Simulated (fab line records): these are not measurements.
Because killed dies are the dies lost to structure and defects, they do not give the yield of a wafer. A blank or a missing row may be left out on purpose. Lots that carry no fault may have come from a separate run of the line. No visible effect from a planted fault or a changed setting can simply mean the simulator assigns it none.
fab line records ; flow rit_cmos
record: lots: 7; wafers: 21; last_day: 7
route steps=202 shown NWELL@36 PWELL@39 M1@202
lots that met no fault: taken from a fault-free run of the same line
start_h: hours from the record's opening day to when the first of the lot's shown wafers began ; wait_h: hours from the lot's prior step to this one ; " the same as in the row above ; L1.1+2: a row that stands for several wafers ; - either no value or no given start ; * or withheld: withheld ; < > ~ a bound
route shown NAME@n: names a module that has steps shown in the file, with the first one's number in the route ; usual: mean/standard deviation taken from wafers without a fault ; same: alike in all rows ; chamber/n: place in a boat ; sites: readings site by site ; _std_site: the standard deviation of these ; _edge_site: the outer-site mean with the inner-site mean subtracted ; radius_mm: how far each site lies from the wafer's centre ; mask NAME#n: copy n ; behind: the tool/chamber that last shaped the wafer ; hold: what put the lot on hold/how long, in hours/how the hold closed ; device: the n, p or np transistor that did not switch ; end of line: tests run on the same wafers once the route is complete ; a step given without rows: its recipe and nothing more ; killed: dies that structure and defects cost at the first sort, which is not the same as the wafer's yield ; map: per-die view of a wafer (x killed, . not killed, _ where there is no die)
set.NAME: the run value of the setting; set.NAME@STEP: its run value at that earlier step ; model.NAME: the simulator's own value behind a step, which no gauge read
certain route steps with their lots: each step a table, each wafer a row
services: from which hour (start_h, from the record's first day; less than 0 if before it) a tool's chamber was out of use, for how many hours, and why
== steps ==
step: RIT_NWELL_IMPLANT_08
recipe: species: P; energy_kev: 170; dose_cm2: 5e+13; tilt_deg: 7
step: RIT_NWELL_STRIP_09
recipe: chemistry: O2; time_s: 180; resist: NOVOLAK; platen_temp_c: withheld; power_w: 500; pressure_mtorr: 4000; o2_flow_sccm: 4000
usual: drypump_motor_current_A: 5.6/0.38; o2_flow_sccm: 3998/12
lot.wafer;tool;chamber;start_h;wait_h;drypump_motor_current_A;o2_flow_sccm;rf_hours_counter_h
L640.1;plasma_asher-03;0;21.86;0.1;5.8;3996;39
L640.2;plasma_asher-03;1;21.86;0.1;5.4;4000;39
L640.6;plasma_asher-03;0;21.86;0.1;5.8;4003;-
L648.2;plasma_asher-03;1;62.41;0.1;5.5;4005;44
L648.3;plasma_asher-03;0;62.41;0.1;5.9;3997;-
L648.6;plasma_asher-03;0;62.41;0.1;5.9;4011;-
L652.1;plasma_asher-04;1;80.82;0.1;5.6;4006;29
L652.4;plasma_asher-04;0;80.82;0.1;4.9;3995;-
L652.5;plasma_asher-04;1;80.82;0.1;5.6;3982;-
L653.2;plasma_asher-01;1;85.70;0.1;6.2;3989;43
L653.4;plasma_asher-01;0;85.70;0.1;5.4;4003;-
L653.5;plasma_asher-01;1;85.70;0.1;6.2;3991;-
L654.1;plasma_asher-04;0;91.96;0.1;4.9;4008;30
L654.3;plasma_asher-04;0;91.96;0.1;4.9;4009;-
L654.6;plasma_asher-04;1;91.96;0.1;5.5;3991;-
L655.1;plasma_asher-01;1;96.28;0.1;6.2;3997;44
L655.3;plasma_asher-01;0;96.28;0.1;5.4;3993;-
L655.4;plasma_asher-01;1;96.28;0.1;6.2;4011;-
L660.3;plasma_asher-03;1;121.41;0.1;5.4;3992;-
L660.4;plasma_asher-03;0;121.41;0.1;5.9;4019;-
L660.6;plasma_asher-03;0;121.41;0.1;5.8;4006;-
step: RIT_NWELL_TW_MEAS_10
usual: NWELL_TW: 2148/29
lot.wafer;tool;chamber;start_h;wait_h;NWELL_TW
L640.1;film_metro-01;-;22.04;0.1;2152
L640.2;film_metro-01;-;22.04;0.1;2164
L640.6;film_metro-01;-;22.04;0.1;2152
L648.2;film_metro-04;-;62.59;0.1;2122
L648.3;film_metro-04;-;62.59;0.1;2117
L648.6;film_metro-04;-;62.59;0.1;2113
L652.1;film_metro-04;-;80.99;0.1;2117
L652.4;film_metro-04;-;80.99;0.1;2125
L652.5;film_metro-04;-;80.99;0.1;2121
L653.2;film_metro-01;-;85.89;0.1;2185
L653.4;film_metro-01;-;85.89;0.1;2183
L653.5;film_metro-01;-;85.89;0.1;2191
L654.1;film_metro-04;-;92.14;0.1;2112
L654.3;film_metro-04;-;92.14;0.1;2120
L654.6;film_metro-04;-;92.14;0.1;2126
L655.1;film_metro-04;-;96.46;0.1;2129
L655.3;film_metro-04;-;96.46;0.1;2130
L655.4;film_metro-04;-;96.46;0.1;2123
L660.3;film_metro-04;-;121.54;0.1;2111
L660.4;film_metro-04;-;121.54;0.1;2110
L660.6;film_metro-04;-;121.54;0.1;2116
step: RIT_PWELL_HMDS_00
recipe: prime_time_s: 60; prime_temp_c: 140
step: RIT_PWELL_COAT_01
recipe: resist: NOVOLAK; spin_rpm: 2000; resist_thk_nm: 1300
step: RIT_PWELL_SOFTBAKE_02
recipe: resist: NOVOLAK; temp_c: 90; time_s: 60
step: RIT_PWELL_EXPOSE_03
recipe: mask_id: M3; na: 0.57; target_cd_nm: 43700; dose_mj: 250
step: RIT_PWELL_PEB_04
recipe: resist: NOVOLAK; temp_c: withheld; time_s: withheld
step: RIT_PWELL_DEVELOP_05
recipe: resist: NOVOLAK; develop_time_s: 68; dev_temp_c: 23
step: RIT_PWELL_OVL_MEAS_06
usual: PWELL_OVL: 0.1/1.4
lot.wafer;tool;chamber;start_h;wait_h;PWELL_OVL[nm]
L640.1;overlay-01;-;23.14;-;0.2
L640.2;overlay-01;-;23.14;-;-0.2
L640.6;overlay-01;-;23.14;-;1.3
L648.2;overlay-01;-;63.53;-;-2.0
L648.3;overlay-01;-;63.53;-;-0.7
L648.6;overlay-01;-;63.53;-;-0.3
L652.1;overlay-02;-;82.15;-;-1.1
L652.4;overlay-02;-;82.15;-;0.7
L652.5;overlay-02;-;82.15;-;-0.2
L653.2;overlay-01;-;86.83;-;1.5
L653.4;overlay-01;-;86.83;-;-0.4
L653.5;overlay-01;-;86.83;-;-1.0
L654.1;overlay-01;-;93.08;-;-0.8
L654.3;overlay-01;-;93.08;-;0.8
L654.6;overlay-01;-;93.08;-;0.6
L655.1;overlay-02;-;97.52;-;-2.1
L655.3;overlay-02;-;97.52;-;-1.0
L655.4;overlay-02;-;97.52;-;-1.9
L660.3;overlay-01;-;122.48;-;0.0
L660.4;overlay-01;-;122.48;-;1.5
L660.6;overlay-01;-;122.48;-;-0.1
step: RIT_PWELL_HARDBAKE_07
recipe: resist: NOVOLAK; temp_c: 140; time_s: 120
step: RIT_PWELL_IMPLANT_08
recipe: species: B; energy_kev: 167.2; dose_cm2: 7e+13; tilt_deg: 7
step: RIT_PWELL_STRIP_09
recipe: chemistry: O2; time_s: 180; resist: NOVOLAK; platen_temp_c: withheld; power_w: 500; pressure_mtorr: 4000; o2_flow_sccm: 4000
usual: drypump_motor_current_A: 5.59/0.27; o2_flow_sccm: 3999/12
lot.wafer;tool;chamber;start_h;wait_h;drypump_motor_current_A;o2_flow_sccm;rf_hours_counter_h
L640.1;plasma_asher-03;0;23.57;0.1;5.84;3990;39
L640.2;plasma_asher-03;1;23.57;0.1;5.44;3991;39
L640.6;plasma_asher-03;1;23.57;0.1;5.42;4011;-
L648.2;plasma_asher-02;0;63.96;0.1;5.28;4010;41
L648.3;plasma_asher-02;1;63.96;0.1;5.69;3992;-
L648.6;plasma_asher-02;1;63.96;0.1;5.71;3992;-
L652.1;plasma_asher-02;0;82.59;0.1;5.24;4001;43
L652.4;plasma_asher-02;1;82.59;0.1;5.71;5993;-
L652.5;plasma_asher-02;1;82.59;0.1;5.71;6000;-
L653.2;plasma_asher-02;0;87.26;0.1;5.32;4007;44
L653.4;plasma_asher-02;1;87.26;0.1;5.71;5997;-
L653.5;plasma_asher-02;0;87.26;0.1;5.31;4018;-
L654.1;plasma_asher-02;0;93.51;0.1;5.25;3992;44
L654.3;plasma_asher-02;1;93.51;0.1;5.72;6025;-
L654.6;plasma_asher-02;0;93.51;0.1;5.28;4005;-
L655.1;plasma_asher-01;0;98.06;0.1;5.41;4003;45
L655.3;plasma_asher-01;0;98.06;0.1;5.42;4001;-
L655.4;plasma_asher-01;1;98.06;0.1;6.20;3989;-
L660.3;plasma_asher-03;1;122.96;0.1;5.44;4004;-
L660.4;plasma_asher-03;0;122.96;0.1;5.86;3999;-
L660.6;plasma_asher-03;0;122.96;0.1;5.85;3988;-
step: RIT_PWELL_TW_MEAS_10
usual: PWELL_TW: 956/11
lot.wafer;tool;chamber;start_h;wait_h;PWELL_TW
L640.1;film_metro-01;-;23.75;0.1;957
L640.2;film_metro-01;-;23.75;0.1;957
L640.6;film_metro-01;-;23.75;0.1;958
L648.2;film_metro-02;-;64.14;0.1;966
L648.3;film_metro-02;-;64.14;0.1;968
L648.6;film_metro-02;-;64.14;0.1;962
L652.1;film_metro-01;-;82.76;0.1;975
L652.4;film_metro-01;-;82.76;0.1;974
L652.5;film_metro-01;-;82.76;0.1;970
L653.2;film_metro-04;-;87.44;0.1;946
L653.4;film_metro-04;-;87.44;0.1;941
L653.5;film_metro-04;-;87.44;0.1;942
L654.1;film_metro-04;-;93.69;0.1;946
L654.3;film_metro-04;-;93.69;0.1;942
L654.6;film_metro-04;-;93.69;0.1;943
L655.1;film_metro-01;-;98.23;0.1;959
L655.3;film_metro-01;-;98.23;0.1;956
L655.4;film_metro-01;-;98.23;0.1;964
L660.3;film_metro-02;-;123.09;0.1;975
L660.4;film_metro-02;-;123.09;0.1;971
L660.6;film_metro-02;-;123.09;0.1;972
step: RIT_M1_PROBE_99
usual: killed_at_contacts: 0.1/0.24; killed_at_front_end: 7.1/2.8; killed_dies: 7.2/2.8; killed_open: 3.6/2.1; killed_short: 3.6/1.9
same: gross_dies: 264; killed_at_M0_to_M3: 0; killed_at_M4_up: 0; killed_at_back_side: 0; killed_at_other: 0
lot.wafer;tool;chamber;start_h;wait_h;killed_at_contacts;killed_at_front_end;killed_dies;killed_open;killed_short
L640.1;prober-01;-;62.70;0.1;0;4;4;4;0
L640.2;prober-01;-;62.75;0.1;0;5;5;2;3
L640.6;prober-01;-;62.95;0.2;0;6;6;2;4
L648.2;prober-01;-;97.84;0.1;0;3;3;1;2
L648.3;prober-01;-;97.89;0.2;0;6;6;3;3
L648.6;prober-01;-;98.04;0.2;0;9;9;4;5
killed by level:class
L640.1 FOX1:geometric_particle:open=2 GATE:geometric_particle:open=1 SILICIDE:geometric_particle:open=1
L640.2 GATE:geometric_particle:short=2 FOX1:geometric_particle:short=1 GATE:geometric_particle:open=1 SPACER:geometric_particle:open=1
L640.6 GATE:geometric_particle:short=3 GATE:geometric_particle:open=1 SILICIDE:geometric_particle:open=1 SILICIDE:geometric_particle:short=1
L648.2 SILICIDE:geometric_particle:short=2 FOX2:geometric_particle:open=1
L648.3 FOX1:geometric_particle:short=1 FOX2:geometric_particle:short=1 FOX2:geometric_particle:open=1 GATE:geometric_particle:open=1 SPACER:geometric_particle:open=1 SILICIDE:geometric_particle:short=1
L648.6 GATE:geometric_particle:open=3 FOX2:geometric_particle:short=2 GATE:geometric_particle:short=2 REOX:geometric_particle:open=1 SILICIDE:geometric_particle:short=1
== services ==
tool;chamber;start_h;hours;kind
plasma_asher-01;-;26.35;2.8;pm
plasma_asher-04;-;38.69;1.9;repair
plasma_asher-04;-;55.52;12.9;repair
plasma_asher-01;-;61.46;1.8;repair
plasma_asher-03;-;96.68;6.2;repair
plasma_asher-02;-;108.75;9.0;pm
plasma_asher-02;0;108.75;9.0;vent_cycle
plasma_asher-02;1;108.75;9.0;vent_cycle
plasma_asher-02;0;117.75;-;clean
plasma_asher-02;1;117.75;-;clean
== key ==
first_sign: step: RIT_PWELL_STRIP_09; reading: o2_flow_sccm; direction: up; sigmas: 99+; usual: 3999; struck: 6004
effect none on later readings
met_at RIT_PWELL_STRIP_09
struck_wafers L652.4,L652.5,L653.4,L654.3
tester_left_out L652,L653,L654
onset_between 63.96 82.59
fault: kind: process_parameter_drift; tool: plasma_asher-02; chamber: 1; onset_h: 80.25; steps: RIT_PWELL_STRIP_09; channel: o2_flow_sccm; offset: 2000; shape: step; end_h: 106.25; acts_in: these_recipes_only; stated: 4000
tester_left_out: of these lots the tester's yield and bins aren't shown, on N5 and GAA mostly nor the transistor test; their killed dies are dies lost to structure and defects alone, not to doping, threshold or leakage, so they don't give the yield
